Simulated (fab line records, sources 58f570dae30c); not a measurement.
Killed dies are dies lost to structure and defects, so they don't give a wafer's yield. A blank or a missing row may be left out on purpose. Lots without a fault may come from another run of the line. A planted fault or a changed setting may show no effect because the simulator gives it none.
Which tool did it? | flow berkeley_cmos170 | 14 lots, 42 wafers sampled, at 1 step of a route of 331

WHAT THE GAUGES READ, wafer by wafer
The record holds no reading of a measuring or inspecting step that can be judged against a usual standard deviation.

WHICH TOOL RAN EACH LOT (tool, then ch and the chambers of the sampled wafers, then the start)
lot  | UCB170_ZERO_PEB_04
L494 | litho_track-03 ch 0, day 1 20:00
L497 | litho_track-03, day 2 07:38
L498 | litho_track-01, day 2 13:29
L507 | litho_track-03 ch 0, day 4 14:37
L509 | litho_track-03 ch 0, day 4 20:36
L508 | litho_track-01 ch 0, day 4 20:45
L510 | litho_track-01 ch 0, day 5 01:51
L511 | litho_track-03 ch 0, day 5 05:40
L512 | litho_track-04 ch 0, day 5 12:43
L513 | litho_track-01 ch 0, day 5 18:12
L514 | litho_track-03 ch 0, day 5 23:37
L515 | litho_track-03 ch 0, day 6 04:28
L516 | litho_track-01 ch 0, day 6 11:26
L517 | litho_track-04 ch 0, day 6 14:03
- UCB170_ZERO_PEB_04

WHAT THE TOOLS THEMSELVES READ (means of the sampled wafers that have a number; where no wafer has one, the mark that the record gives instead)
UCB170_ZERO_PEB_04. Usual: chill_plate_temp_C 23.00 C, standard deviation 0.11; exhaust_pa 45.2 Pa, standard deviation 0.86.
lot  | tool           | chill_plate_temp_C (C) | exhaust_pa (Pa) | flag
L494 | litho_track-03 | 22.95                  | 45.4            |
L497 | litho_track-03 | -                      | -               | OFF
L498 | litho_track-01 | -                      | -               | OFF
L507 | litho_track-03 | 23.15                  | 45.8            |
L509 | litho_track-03 | 23.07                  | 46.2            |
L508 | litho_track-01 | 22.90                  | 45.2            |
L510 | litho_track-01 | 22.96                  | 45.3            |
L511 | litho_track-03 | 22.95                  | 45.2            |
L512 | litho_track-04 | 23.00                  | 44.8            |
L513 | litho_track-01 | 23.02                  | 45.9            |
L514 | litho_track-03 | 22.92                  | 45.1            |
L515 | litho_track-03 | 23.02                  | 45.8            |
L516 | litho_track-01 | 23.05                  | 44.3            |
L517 | litho_track-04 | 22.91                  | 44.9            |

THE ANSWER, worked out from the rows above alone
Rule: a lot is off if the mean of its wafers that have a number lies more than 3 standard deviations from the usual mean. A lot without any number at a reading at which 4 lots or more have one is off too. The other lots that the step has rows for count as sound. The gauges are gone through in route order, then the tools' own readings, and for those a lot's mean is taken as printed above. The first step at which some lot is off is used, and at that step the reading that is off furthest; a lot without a number counts as furthest.
Off: L497, L498, at UCB170_ZERO_PEB_04 (chill_plate_temp_C). Without a number there: L497, L498.
A tool fits if, at that step or a process step before it, it ran every lot that is off, and no sound lot after the first of them. None of those tried fits.

WHAT THE SIMULATOR HAD PUT IN
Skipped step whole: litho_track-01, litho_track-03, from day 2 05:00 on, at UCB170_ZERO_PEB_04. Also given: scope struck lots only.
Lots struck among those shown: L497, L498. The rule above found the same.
